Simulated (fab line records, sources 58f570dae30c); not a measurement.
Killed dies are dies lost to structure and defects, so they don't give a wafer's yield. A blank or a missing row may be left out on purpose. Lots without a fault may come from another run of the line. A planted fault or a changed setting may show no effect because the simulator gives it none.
One fault seen from 2 desks | flow berkeley_cmos170 | each desk has only its own numbers; what lay behind them comes last

THE METROLOGY DESK
What the gauges read, lot by lot, whatever tool the lot ran on: means of the sampled wafers that have a number. A lot is out of limits, marked OUT, if its mean lies more than 4 standard deviations from the usual mean; the brackets give that distance.
Columns: A = cd_nm at UCB170_CONTACT_CD_MEAS_90, usual 699.7 nm; B = V1_TEOS_THK at UCB170_V1_THK_MEAS_01, usual 2030 nm
lot  | first seen here | A     | B
L650 | day 7 07:31     | 702.8 | 2033
L651 | day 7 22:13     | 700.5 | 2015
L652 | day 8 01:23     | 700.5 | 2035
L654 | day 8 07:11     | 699.0 | 2024
L655 | day 8 07:34     | 698.9 | 1999
L659 | day 9 07:27     | 699.0 | 2018
L660 | day 9 08:52     | 697.5 | 2025
L662 | day 9 19:04     | 698.6 | 2125
L664 | day 10 09:25    | 702.4 | 2172 (+5.9) OUT
L666 | day 10 13:59    | 700.1 | 2043
L667 | day 11 02:43    | 700.1 | 2042
L668 | day 12 01:24    | 700.4 | 2038
L670 | day 12 07:02    | 697.3 | 2075
L671 | day 12 13:14    | 699.2 | 2023
This desk's finding: out of limits on L664; first on L664, day 10 17:31 (V1_TEOS_THK at UCB170_V1_THK_MEAS_01). In limits: L650, L651, L652, L654, L655, L659, L660, L662, L666, L667, L668, L670, L671.

THE TOOL OWNER'S DESK: pecvd-04
The tool's own readings at UCB170_V1_CVD_00 (deposits SiO2 from TEOS/O2, target thk 2000 nm, time 254.2 s): means of the sampled wafers that have a number, for each lot that ran on this tool. A lot is out of limits, marked OUT, if its mean lies more than 4 standard deviations from the usual mean; the brackets give that distance.
Columns: A = heater_power_w at UCB170_V1_CVD_00, usual 248 W
lot  | first seen here | A
L650 | day 7 12:38     | 216
L651 | day 8 07:00     | 241
L655 | day 8 12:50     | 207
L660 | day 9 16:10     | 253
L662 | day 10 04:28    | 221
L664 | day 10 17:20    | 248
This desk's finding: nothing out of limits on any of the 6 lots.

PUT TOGETHER
The metrology desk could have raised an alarm at day 10 17:31, on L664.
The tool owner's desk saw nothing out of limits.
The tool owner's desk has L664 on record, within its limits.
Of the lots named, all ran UCB170_V1_CVD_00 on pecvd-04.

WHAT THE SIMULATOR HAD PUT IN
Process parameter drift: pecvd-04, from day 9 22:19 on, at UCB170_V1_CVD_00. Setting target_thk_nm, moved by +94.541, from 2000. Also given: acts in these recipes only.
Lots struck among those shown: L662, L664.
Hours from the fault's start to each desk's first reading out of limits: the metrology desk, 19.
